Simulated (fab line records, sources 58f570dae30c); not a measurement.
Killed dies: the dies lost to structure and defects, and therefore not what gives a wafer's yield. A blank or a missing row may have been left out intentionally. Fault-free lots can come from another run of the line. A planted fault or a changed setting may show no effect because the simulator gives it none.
A single fault, viewed from 2 desks | flow berkeley_cmos170 | each desk holds nothing but its own numbers, with what lay behind them at the end

## FROM THE METROLOGY DESK
What the gauges read for every lot (on any tool): the sampled wafers with a number, averaged. If a lot's mean is further than 4 standard deviations from the usual mean, the lot is out of limits and carries the mark OUT (the distance appears in the brackets).
Columns: A = INCOMING_BOW at UCB170_START_BOW_MEAS_00, usual 0 um; B = PWELL_OXIDE_THK at UCB170_PWELL_THK_MEAS_03, usual 26.4 nm; C = PWELL_NITRIDE_THK at UCB170_PWELL_THK_MEAS_06, usual 211.5 nm; D = ACTIVE_OVL at UCB170_ACTIVE_OVL_MEAS_14, usual -1 nm
lot  | first seen here | A   | B    | C               | D
L739 | day 1 10:00     | -3  | 26.7 | 207.8           | -3
L740 | day 1 15:00     | 6   | 26.3 | 210.1           | 1
L741 | day 1 20:02     | -2  | 27.4 | 207.8           | 3
L742 | day 2 01:00     | -6  | 27.6 | 209.3           | 5
L743 | day 2 06:01     | 3   | 27.1 | 209.4           | -4
L744 | day 2 11:00     | 1   | 27.2 | 214.0           | 7
L745 | day 2 16:04     | 0   | 26.9 | 212.8           | 4
L746 | day 2 21:00     | -0  | 26.1 | 214.1           | -1
L747 | day 3 02:00     | 1   | 26.2 | 212.2           | -6
L748 | day 3 07:02     | -2  | 26.1 | 212.8           | -8
L750 | day 3 17:02     | 3   | 26.4 | 184.3 (-13) OUT | 0
L757 | day 5 04:00     | -3  | 25.9 | 184.8 (-13) OUT | -7
L758 | day 5 09:00     | 1   | 26.0 | 186.0 (-12) OUT | 7
L761 | day 6 00:01     | -12 | 26.6 | 210.0           | -9
L762 | day 6 05:00     | 1   | 26.3 | 212.5           | -3
This desk finds L750, L757, L758 out of limits, with the earliest case on L750 at day 5 16:50 (PWELL_NITRIDE_THK at UCB170_PWELL_THK_MEAS_06). In limits: L739, L740, L741, L742, L743, L744, L745, L746, L747, L748, L761, L762.

## AT THE TOOL OWNER'S DESK: lpcvd-02
The tool's own readings at UCB170_PWELL_CVD_05 (deposits Si3N4 from SiH2Cl2/NH3, target thk 220 nm, time 3168 s): means of the sampled wafers that have a number, for each lot that ran on this tool. If a lot's mean is further than 4 standard deviations from the usual mean, the lot is out of limits and carries the mark OUT (the distance appears in the brackets).
Columns: A = pressure_mtorr at UCB170_PWELL_CVD_05, usual 200.1 mTorr; B = spike_tc_load_C at UCB170_PWELL_CVD_05, usual 824 C; C = susceptor_temp_C at UCB170_PWELL_CVD_05, usual 799.9 C
lot  | first seen here | A     | B   | C
L739 | day 3 06:36     | 199.7 | 825 | 800.3
L741 | day 3 16:33     | 199.8 | 825 | 799.6
L742 | day 3 16:33     | 200.0 | 820 | 799.9
L743 | day 4 08:13     | 200.0 | 825 | 800.3
L744 | day 4 08:13     | 199.8 | 824 | 800.0
L745 | day 4 08:13     | 199.5 | 824 | 799.9
L748 | day 5 03:26     | 199.7 | 824 | 800.1
L750 | day 5 14:55     | 200.2 | 820 | 799.9
L757 | day 7 08:45     | 200.3 | 825 | 799.9
L758 | day 7 08:45     | 199.9 | 826 | 799.8
Finding of this desk: none of the 10 lots has anything out of limits.

## PUT TOGETHER
At day 5 16:50 the metrology desk could have sounded an alarm, on L750, L757, L758.
The tool owner's desk saw nothing out of limits.
On record at the tool owner's desk: L750, L757, L758, within its limits.
UCB170_PWELL_CVD_05 was run on lpcvd-02 by each of the lots named.

## WHAT HAD BEEN PUT IN BY THE SIMULATOR
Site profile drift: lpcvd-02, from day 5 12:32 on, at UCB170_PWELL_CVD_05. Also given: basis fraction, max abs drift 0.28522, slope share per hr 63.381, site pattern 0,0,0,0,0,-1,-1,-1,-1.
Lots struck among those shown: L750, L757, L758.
Delay in hours, fault start to first out-of-limits reading, per desk: metrology desk 4.
